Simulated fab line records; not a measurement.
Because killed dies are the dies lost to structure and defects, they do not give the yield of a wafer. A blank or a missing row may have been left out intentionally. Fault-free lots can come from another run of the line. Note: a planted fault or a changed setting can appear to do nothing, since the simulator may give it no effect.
fab line records + flow ritCmos
record:
- lots: 13
- wafers: 39
- lastDay: 7
route steps=202 shown PWELL@45 NRETRO@63 NLDD@113
lots untouched by any fault: they come from a run of this same line in which no faults occurred
startH: start of the lot's first displayed wafer, in hours after the record's first day + waitH: hours since the lot's step before + " unchanged from the row above + L1.1+2: a row that stands for several wafers + - no value, or no start was given + * or withheld: withheld + < > ~ a bound
route shown NAME@n: a module of which the file shows steps, and the number in the route of the first + usual: mean/standard deviation taken from wafers without a fault + same: alike in all rows + chamber/n: place in a boat + sites: readings site by site + _std_site: the values' standard deviation + _edge_site: outer sites' mean less inner sites' + radiusMm: how far each site lies from the wafer's centre + mask NAME#n: copy n + behind: the last tool/chamber to shape the wafer + hold: cause of the lot's hold/its duration in hours/its outcome + device: names the non-switching transistor (n, p or np) + end of line: at the end of the route, the tests of the same wafers + where a step has no rows: the recipe by itself + killed: the dies lost at the first sort to structure and to defects; this is not the yield of the wafer + map: a wafer's dies, x killed, . not, _ none there
set.NAME: the setting the step ran with; set.NAME@STEP: the setting that earlier step ran with + model.NAME: the simulator's own value behind a step, which no gauge read
a sample of lots followed through the steps of the route, with each step as a table and each wafer as a row
services: from which hour (startH, from the record's first day; less than 0 if before it) a tool's chamber was out of use, for how many hours, and why
== steps ==
step: RIT_PWELL_OVL_MEAS_06
usual:
- PWELL_OVL: -0.1/1.6
| lot.wafer | tool       | chamber | startH | waitH | PWELL_OVL[nm] |
|-----------|------------|---------|--------|-------|---------------|
| L939.2    | overlay-02 | -       | 25.12  | -     | -1.7          |
| L939.4    | "          | -       | "      | "     | -0.1          |
| L939.6    | "          | -       | "      | "     | -1.3          |
| L940.1    | overlay-01 | -       | 30.69  | -     | -0.3          |
| L940.3    | "          | -       | "      | "     | -0.1          |
| L940.4    | "          | -       | "      | "     | 0.0           |
| L941.3    | overlay-01 | -       | 33.71  | -     | 2.9           |
| L941.5    | "          | -       | "      | "     | 1.0           |
| L941.6    | "          | -       | "      | "     | 0.6           |
| L942.3    | overlay-01 | -       | 38.36  | -     | -0.8          |
| L942.4    | "          | -       | "      | "     | 1.4           |
| L942.5    | "          | -       | "      | "     | -0.3          |
| L943.2    | overlay-01 | -       | 42.99  | -     | -1.3          |
| L943.3    | "          | -       | "      | "     | -0.7          |
| L943.5    | "          | -       | "      | "     | -0.8          |
| L946.1    | overlay-02 | -       | 57.86  | -     | -2.6          |
| L946.2    | "          | -       | "      | "     | -0.5          |
| L946.3    | "          | -       | "      | "     | -1.4          |
| L947.1    | overlay-01 | -       | 65.48  | -     | -2.4          |
| L947.5    | "          | -       | "      | "     | 0.4           |
| L947.6    | "          | -       | "      | "     | -2.4          |
| L948.2    | overlay-01 | -       | 69.43  | -     | 1.2           |
| L948.3    | "          | -       | "      | "     | -0.2          |
| L948.6    | "          | -       | "      | "     | 0.7           |
| L953.1    | overlay-01 | -       | 94.05  | -     | -1.8          |
| L953.3    | "          | -       | "      | "     | 0.9           |
| L953.4    | "          | -       | "      | "     | -2.9          |
| L956.1    | overlay-02 | -       | 109.45 | -     | 1.3           |
| L956.3    | "          | -       | "      | "     | -1.2          |
| L956.5    | "          | -       | "      | "     | -0.5          |
| L958.2    | overlay-02 | -       | 127.09 | -     | -0.1          |
| L958.3    | "          | -       | "      | "     | -2.0          |
| L958.5    | "          | -       | "      | "     | -3.2          |
| L960.2    | overlay-01 | -       | 132.36 | -     | 1.0           |
| L960.3    | "          | -       | "      | "     | -0.2          |
| L960.4    | "          | -       | "      | "     | 1.4           |
| L961.1    | overlay-02 | -       | 132.68 | -     | 1.6           |
| L961.5    | "          | -       | "      | "     | -0.1          |
| L961.6    | "          | -       | "      | "     | 0.3           |
step: RIT_PWELL_IMPLANT_08
recipe:
- species: B
- energyKev: 170
- doseCm2: 7e+13
- tiltDeg: 7
usual:
- doseIonsCm2: 7e+13/6.7e+10
- endStationPressureTorr: 5.18e-06/2.8e-07
- faradayCurrentUA: 223/4.7
| lot.wafer | tool         | chamber | startH | waitH | doseIonsCm2 | endStationPressureTorr | faradayCurrentUA |
|-----------|--------------|---------|--------|-------|-------------|------------------------|------------------|
| L939.2    | implanter-03 | 0       | 25.42  | 0.2   | 7e+13       | 5.09e-06               | 220              |
| L939.4    | "            | 0       | "      | "     | 6.992e+13   | 5.24e-06               | 226              |
| L939.6    | "            | 0       | "      | "     | 7.003e+13   | 5.5e-06                | 218              |
| L940.1    | implanter-03 | 0       | 30.98  | 0.2   | 7.01e+13    | 4.61e-06               | 231              |
| L940.3    | "            | 0       | "      | "     | 6.998e+13   | 5.46e-06               | 222              |
| L940.4    | "            | 0       | "      | "     | 6.993e+13   | 5.57e-06               | 222              |
| L941.3    | implanter-03 | 0       | 34.03  | 0.2   | 6.99e+13    | 4.9e-06                | 218              |
| L941.5    | "            | 0       | "      | "     | 6.998e+13   | 5.37e-06               | 235              |
| L941.6    | "            | 0       | "      | "     | 6.998e+13   | 5.33e-06               | 223              |
| L942.3    | implanter-03 | 0       | 38.69  | 0.2   | 7.013e+13   | 5.56e-06               | 217              |
| L942.4    | "            | 0       | "      | "     | 7.003e+13   | 5.24e-06               | 222              |
| L942.5    | "            | 0       | "      | "     | 6.995e+13   | 5.11e-06               | 220              |
| L943.2    | implanter-03 | 0       | 43.30  | 0.2   | 7.008e+13   | 5.43e-06               | 225              |
| L943.3    | "            | 0       | "      | "     | 7.002e+13   | 5.44e-06               | 219              |
| L943.5    | "            | 0       | "      | "     | 7.006e+13   | 5.54e-06               | 217              |
| L946.1    | implanter-04 | 0       | 58.14  | 0.2   | 4.864e+13   | 5.81e-06               | 154              |
| L946.2    | "            | 0       | "      | "     | 4.867e+13   | 5.46e-06               | 155              |
| L946.3    | "            | 0       | "      | "     | 4.869e+13   | 5.26e-06               | 150              |
| L947.1    | implanter-03 | 0       | 65.76  | 0.2   | 6.996e+13   | 5.7e-06                | 223              |
| L947.5    | "            | 0       | "      | "     | 6.994e+13   | 5.06e-06               | 220              |
| L947.6    | "            | 0       | "      | "     | 7.003e+13   | 5.12e-06               | 218              |
| L948.2    | implanter-04 | 0       | 69.73  | 0.2   | 4.869e+13   | 5.5e-06                | 153              |
| L948.3    | "            | 0       | "      | "     | 4.877e+13   | 5.24e-06               | 160              |
| L948.6    | "            | 0       | "      | "     | 4.864e+13   | 5.3e-06                | 156              |
| L953.1    | implanter-03 | 0       | 94.33  | 0.2   | 6.999e+13   | 5.55e-06               | 232              |
| L953.3    | "            | 0       | "      | "     | 7.003e+13   | 5.09e-06               | 233              |
| L953.4    | "            | 0       | "      | "     | 6.998e+13   | 5.18e-06               | 220              |
| L956.1    | implanter-03 | 0       | 109.73 | 0.2   | 7.002e+13   | 5.12e-06               | 218              |
| L956.3    | "            | 0       | "      | "     | 6.999e+13   | 4.93e-06               | 224              |
| L956.5    | "            | 0       | "      | "     | 7e+13       | 5.11e-06               | 221              |
| L958.2    | implanter-03 | 0       | 127.39 | 0.2   | 6.99e+13    | 5.32e-06               | 223              |
| L958.3    | "            | 0       | "      | "     | 6.989e+13   | 5.38e-06               | 221              |
| L958.5    | "            | 0       | "      | "     | 6.996e+13   | 4.75e-06               | 226              |
| L960.2    | implanter-03 | 0       | 132.82 | 0.2   | 6.999e+13   | 5.34e-06               | 227              |
| L960.3    | "            | 0       | "      | "     | 7.003e+13   | 5.21e-06               | 222              |
| L960.4    | "            | 0       | "      | "     | 7.015e+13   | 5.41e-06               | 220              |
| L961.1    | implanter-01 | 0       | 133.05 | 0.2   | 7.007e+13   | 5.39e-06               | 228              |
| L961.5    | "            | 0       | "      | "     | 6.992e+13   | 5.13e-06               | 222              |
| L961.6    | "            | 0       | "      | "     | 7.003e+13   | 5.55e-06               | 234              |
step: RIT_PWELL_TW_MEAS_10
usual:
- PWELL_TW: 954/15
| lot.wafer | tool         | chamber | startH | waitH | PWELL_TW |
|-----------|--------------|---------|--------|-------|----------|
| L939.2    | filmMetro-01 | -       | 25.73  | 0.1   | 941      |
| L939.4    | "            | -       | "      | "     | 942      |
| L939.6    | "            | -       | "      | "     | 932      |
| L940.1    | filmMetro-01 | -       | 31.30  | 0.1   | 940      |
| L940.3    | "            | -       | "      | "     | 938      |
| L940.4    | "            | -       | "      | "     | 940      |
| L941.3    | filmMetro-04 | -       | 34.33  | 0.1   | 963      |
| L941.5    | "            | -       | "      | "     | 960      |
| L941.6    | "            | -       | "      | "     | 964      |
| L942.3    | filmMetro-03 | -       | 38.98  | 0.1   | 963      |
| L942.4    | "            | -       | "      | "     | 967      |
| L942.5    | "            | -       | "      | "     | 973      |
| L943.2    | filmMetro-01 | -       | 43.61  | 0.1   | 938      |
| L943.3    | "            | -       | "      | "     | 942      |
| L943.5    | "            | -       | "      | "     | 944      |
| L946.1    | filmMetro-03 | -       | 58.47  | 0.1   | 858      |
| L946.2    | "            | -       | "      | "     | 861      |
| L946.3    | "            | -       | "      | "     | 863      |
| L947.1    | filmMetro-03 | -       | 66.09  | 0.1   | 970      |
| L947.5    | "            | -       | "      | "     | 967      |
| L947.6    | "            | -       | "      | "     | 965      |
| L948.2    | filmMetro-03 | -       | 70.04  | 0.1   | 862      |
| L948.3    | "            | -       | "      | "     | 867      |
| L948.6    | "            | -       | "      | "     | 860      |
| L953.1    | filmMetro-01 | -       | 94.66  | 0.1   | 932      |
| L953.3    | "            | -       | "      | "     | 932      |
| L953.4    | "            | -       | "      | "     | 939      |
| L956.1    | filmMetro-04 | -       | 110.06 | 0.1   | 958      |
| L956.3    | "            | -       | "      | "     | 951      |
| L956.5    | "            | -       | "      | "     | 959      |
| L958.2    | filmMetro-04 | -       | 127.78 | 0.1   | 958      |
| L958.3    | "            | -       | "      | "     | 954      |
| L958.5    | "            | -       | "      | "     | 961      |
| L960.2    | filmMetro-03 | -       | 133.13 | 0.1   | 968      |
| L960.3    | "            | -       | "      | "     | 966      |
| L960.4    | "            | -       | "      | "     | 967      |
| L961.1    | filmMetro-01 | -       | 133.37 | 0.1   | 942      |
| L961.5    | "            | -       | "      | "     | 933      |
| L961.6    | "            | -       | "      | "     | 940      |
step: RIT_WELLDRIVE_RS_MEAS_02
recipe:
- thkMeasGauge: four-point-probe
usual:
- PWELL_RS: 429.3/1.1
| lot.wafer | tool         | chamber | startH | waitH | PWELL_RS[ohm/sq] |
|-----------|--------------|---------|--------|-------|------------------|
| L939.2    | filmMetro-03 | -       | 31.00  | 0.1   | 430.1            |
| L939.4    | "            | -       | "      | "     | 429.3            |
| L939.6    | "            | -       | "      | "     | 431.6            |
| L940.1    | filmMetro-04 | -       | 36.75  | 0.1   | 429.1            |
| L940.3    | "            | -       | "      | "     | 429.1            |
| L940.4    | "            | -       | "      | "     | 428.5            |
| L941.3    | filmMetro-03 | -       | 39.69  | 0.1   | 429.7            |
| L941.5    | "            | -       | "      | "     | 428.9            |
| L941.6    | "            | -       | "      | "     | 428.1            |
| L942.3    | filmMetro-03 | -       | 44.68  | 0.1   | 430.4            |
| L942.4    | "            | -       | "      | "     | 428.6            |
| L942.5    | "            | -       | "      | "     | 429.7            |
| L943.2    | filmMetro-01 | -       | 49.74  | 0.1   | 429.1            |
| L943.3    | "            | -       | "      | "     | 429.3            |
| L943.5    | "            | -       | "      | "     | 428.3            |
| L946.1    | filmMetro-03 | -       | 63.90  | 0.1   | 541.9            |
| L946.2    | "            | -       | "      | "     | 541.1            |
| L946.3    | "            | -       | "      | "     | 540.5            |
| L947.1    | filmMetro-01 | -       | 72.56  | 0.1   | 427.7            |
| L947.5    | "            | -       | "      | "     | 427.8            |
| L947.6    | "            | -       | "      | "     | 428.7            |
| L948.2    | filmMetro-03 | -       | 75.55  | 0.1   | 543.1            |
| L948.3    | "            | -       | "      | "     | 542.9            |
| L948.6    | "            | -       | "      | "     | 543.7            |
| L953.1    | filmMetro-04 | -       | 99.92  | 0.1   | 430.8            |
| L953.3    | "            | -       | "      | "     | 431.1            |
| L953.4    | "            | -       | "      | "     | 431.0            |
| L956.1    | filmMetro-03 | -       | 115.62 | 0.1   | 429.4            |
| L956.3    | "            | -       | "      | "     | 428.9            |
| L956.5    | "            | -       | "      | "     | 429.7            |
| L958.2    | filmMetro-03 | -       | 133.35 | 0.1   | 429.1            |
| L958.3    | "            | -       | "      | "     | 428.4            |
| L958.5    | "            | -       | "      | "     | 427.4            |
| L960.2    | filmMetro-01 | -       | 138.59 | 0.1   | 427.1            |
| L960.3    | "            | -       | "      | "     | 428.7            |
| L960.4    | "            | -       | "      | "     | 427.0            |
| L961.1    | filmMetro-03 | -       | 140.96 | 0.1   | 428.9            |
| L961.5    | "            | -       | "      | "     | 430.2            |
| L961.6    | "            | -       | "      | "     | 428.4            |
step: RIT_NRETRO_TW_MEAS_10
usual:
- NRETRO_TW: 1044/10
| lot.wafer | tool         | chamber | startH | waitH | NRETRO_TW |
|-----------|--------------|---------|--------|-------|-----------|
| L939.2    | filmMetro-01 | -       | 32.73  | 0.1   | 1036      |
| L939.4    | "            | -       | "      | "     | 1039      |
| L939.6    | "            | -       | "      | "     | 1036      |
| L940.1    | filmMetro-02 | -       | 38.42  | 0.1   | 1047      |
| L940.3    | "            | -       | "      | "     | 1043      |
| L940.4    | "            | -       | "      | "     | 1044      |
| L941.3    | filmMetro-01 | -       | 41.47  | 0.1   | 1035      |
| L941.5    | "            | -       | "      | "     | 1040      |
| L941.6    | "            | -       | "      | "     | 1031      |
| L942.3    | filmMetro-02 | -       | 46.39  | 0.1   | 1043      |
| L942.4    | "            | -       | "      | "     | 1042      |
| L942.5    | "            | -       | "      | "     | 1045      |
| L943.2    | filmMetro-02 | -       | 51.34  | 0.1   | 1035      |
| L943.3    | "            | -       | "      | "     | 1042      |
| L943.5    | "            | -       | "      | "     | 1038      |
| L946.1    | filmMetro-01 | -       | 65.65  | 0.1   | 1028      |
| L946.2    | "            | -       | "      | "     | 1039      |
| L946.3    | "            | -       | "      | "     | 1034      |
| L947.1    | filmMetro-02 | -       | 74.17  | 0.1   | 1047      |
| L947.5    | "            | -       | "      | "     | 1041      |
| L947.6    | "            | -       | "      | "     | 1040      |
| L948.2    | filmMetro-01 | -       | 77.21  | 0.1   | 1030      |
| L948.3    | "            | -       | "      | "     | 1032      |
| L948.6    | "            | -       | "      | "     | 1038      |
| L953.1    | filmMetro-02 | -       | 101.66 | 0.1   | 1047      |
| L953.3    | "            | -       | "      | "     | 1048      |
| L953.4    | "            | -       | "      | "     | 1041      |
| L956.1    | filmMetro-04 | -       | 117.23 | 0.1   | 1059      |
| L956.3    | "            | -       | "      | "     | 1060      |
| L956.5    | "            | -       | "      | "     | 1063      |
| L958.2    | filmMetro-02 | -       | 135.00 | 0.1   | 1039      |
| L958.3    | "            | -       | "      | "     | 1037      |
| L958.5    | "            | -       | "      | "     | 1038      |
| L960.2    | filmMetro-01 | -       | 140.33 | 0.1   | 1033      |
| L960.3    | "            | -       | "      | "     | 1036      |
| L960.4    | "            | -       | "      | "     | 1038      |
| L961.1    | filmMetro-01 | -       | 142.70 | 0.1   | 1031      |
| L961.5    | "            | -       | "      | "     | 1031      |
| L961.6    | "            | -       | "      | "     | 1033      |
step: RIT_NLDD_TW_MEAS_10
usual:
- NLDD_TW: 2472/25
| lot.wafer | tool         | chamber | startH | waitH | NLDD_TW |
|-----------|--------------|---------|--------|-------|---------|
| L939.2    | filmMetro-01 | -       | 46.98  | 0.1   | 2465    |
| L939.4    | "            | -       | "      | "     | 2447    |
| L939.6    | "            | -       | "      | "     | 2460    |
| L940.1    | filmMetro-02 | -       | 51.02  | 0.1   | 2473    |
| L940.3    | "            | -       | "      | "     | 2470    |
| L940.4    | "            | -       | "      | "     | 2473    |
| L941.3    | filmMetro-02 | -       | 58.19  | 0.1   | 2480    |
| L941.5    | "            | -       | "      | "     | 2471    |
| L941.6    | "            | -       | "      | "     | 2469    |
| L942.3    | filmMetro-04 | -       | 58.83  | 0.1   | 2487    |
| L942.4    | "            | -       | "      | "     | 2498    |
| L942.5    | "            | -       | "      | "     | 2495    |
| L943.2    | filmMetro-01 | -       | 65.06  | 0.1   | 2456    |
| L943.3    | "            | -       | "      | "     | 2454    |
| L943.5    | "            | -       | "      | "     | 2447    |
| L946.1    | filmMetro-01 | -       | 78.16  | 0.1   | 2432    |
| L946.2    | "            | -       | "      | "     | 2441    |
| L946.3    | "            | -       | "      | "     | 2433    |
| L947.1    | filmMetro-02 | -       | 86.23  | 0.1   | 2474    |
| L947.5    | "            | -       | "      | "     | 2469    |
| L947.6    | "            | -       | "      | "     | 2460    |
| L948.2    | filmMetro-01 | -       | 89.33  | 0.1   | 2438    |
| L948.3    | "            | -       | "      | "     | 2449    |
| L948.6    | "            | -       | "      | "     | 2445    |
| L953.1    | filmMetro-01 | -       | 120.72 | 0.1   | 2450    |
| L953.3    | "            | -       | "      | "     | 2447    |
| L953.4    | "            | -       | "      | "     | 2461    |
| L956.1    | filmMetro-04 | -       | 133.46 | 0.1   | 2512    |
| L956.3    | "            | -       | "      | "     | 2507    |
| L956.5    | "            | -       | "      | "     | 2506    |
| L958.2    | filmMetro-02 | -       | 151.25 | 0.1   | 2466    |
| L958.3    | "            | -       | "      | "     | 2454    |
| L958.5    | "            | -       | "      | "     | 2470    |
| L960.2    | filmMetro-04 | -       | 155.34 | 0.1   | 2511    |
| L960.3    | "            | -       | "      | "     | 2512    |
| L960.4    | "            | -       | "      | "     | 2507    |
| L961.1    | filmMetro-02 | -       | 159.46 | 0.1   | 2468    |
| L961.5    | "            | -       | "      | "     | 2469    |
| L961.6    | "            | -       | "      | "     | 2477    |
== services ==
| tool         | chamber | startH | hours | kind   |
|--------------|---------|--------|-------|--------|
| implanter-01 | -       | 19.88  | 58.4  | repair |
| implanter-04 | -       | 40.73  | 2.8   | repair |
| implanter-03 | -       | 111.90 | 3.0   | pm     |
| implanter-03 | -       | 115.48 | 6.8   | pm     |
== key ==
firstSign:
- step: RIT_PWELL_IMPLANT_08
- reading: doseIonsCm2
- direction: down
- sigmas: 99+
- usual: 7e+13
- struck: 4.868e+13
effect:
- step: RIT_PWELL_IMPLANT_08
- reading: faradayCurrentUA
- direction: down
- sigmas: 14
- usual: 223
- struck: 155
effect:
- step: RIT_PWELL_TW_MEAS_10
- reading: PWELL_TW
- direction: down
- sigmas: 6.3
- usual: 954
- struck: 862
effect:
- step: RIT_WELLDRIVE_RS_MEAS_02
- reading: PWELL_RS
- direction: up
- sigmas: 99+
- usual: 429.3
- struck: 542.2
metAt RIT_PWELL_IMPLANT_08
struckLots L946,L948
testerLeftOut L946,L948
notActingAt RIT_PWELL_OVL_MEAS_06,RIT_NRETRO_TW_MEAS_10,RIT_NLDD_TW_MEAS_10
fault:
- kind: processParameterDrift
- tool: implanter-04
- chamber: -
- onsetH: 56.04
- steps: RIT_PWELL_IMPLANT_08
- channel: doseCm2
- offset: -2.1365e+13
- shape: step
- endH: 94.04
- actsIn: theseRecipesOnly
- stated: 7e+13
testerLeftOut: of these lots the tester's yield and bins aren't shown, on N5 and GAA mostly nor the transistor test; their killed dies are dies lost to structure and defects alone, not to doping, threshold or leakage, so they don't give the yield
